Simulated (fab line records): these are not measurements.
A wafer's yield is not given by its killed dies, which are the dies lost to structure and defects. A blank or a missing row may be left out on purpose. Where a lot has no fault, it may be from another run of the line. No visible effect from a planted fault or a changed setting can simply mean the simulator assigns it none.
Which tool did it? ; flow berkeley-cmos170 ; Sampling: 7 lots, 21 wafers, 2 of 331 route steps

## WHAT THE GAUGES READ, wafer by wafer
UCB170_NWELL_TW_MEAS_16.
lot;measured;on;NWELL_TW
L405;day 2 20:26;film-metro-02;1264 1261 1262
L407;day 3 08:49;film-metro-04;1271 1270 1265
L415;day 4 23:32;film-metro-02;1261 1265 1265
L416;day 5 07:53;film-metro-02;1262 1267 1260
L418;day 5 17:11;film-metro-04;1264 1264 1264
L421;day 6 15:06;film-metro-02;1251 1263 1257
L425;day 7 06:02;film-metro-02;1270 1256 1262

## WHAT TOOL EACH LOT RAN ON (gives the tool, then ch and the chambers of the sampled wafers, and finally the start)
lot;UCB170_NWELL_IMPLANT_14
L405;implanter-03 ch 0, day 2 20:11
L407;implanter-01 ch 0, day 3 08:34
L415;implanter-02 ch 0, day 4 23:17
L416;implanter-02 ch 0, day 5 07:38
L418;implanter-03 ch 0, day 5 16:57
L421;implanter-01 ch 0, day 6 14:51
L425;implanter-01 ch 0, day 7 05:48
- UCB170_NWELL_IMPLANT_14

## THE ANSWER, worked out from the rows above alone
Rule: what is usual is taken from the lots themselves. Put in order of their means at a reading, lots are off if they are a third of the lots or fewer, leave a main group of 4 or more, and stand apart from it by a gap of 3 or more times the standard deviation of the main group's means; of several such gaps the widest counts. A main group is skipped when, at the precision printed for the reading in the tables above, its means are all equal. A lot without any number at a reading at which 4 lots or more have one is off too. All remaining lots with rows at the step are treated as sound.
No lot is off at any reading shown: from this, nothing can be told.

## WHAT THE SIMULATOR PUT IN
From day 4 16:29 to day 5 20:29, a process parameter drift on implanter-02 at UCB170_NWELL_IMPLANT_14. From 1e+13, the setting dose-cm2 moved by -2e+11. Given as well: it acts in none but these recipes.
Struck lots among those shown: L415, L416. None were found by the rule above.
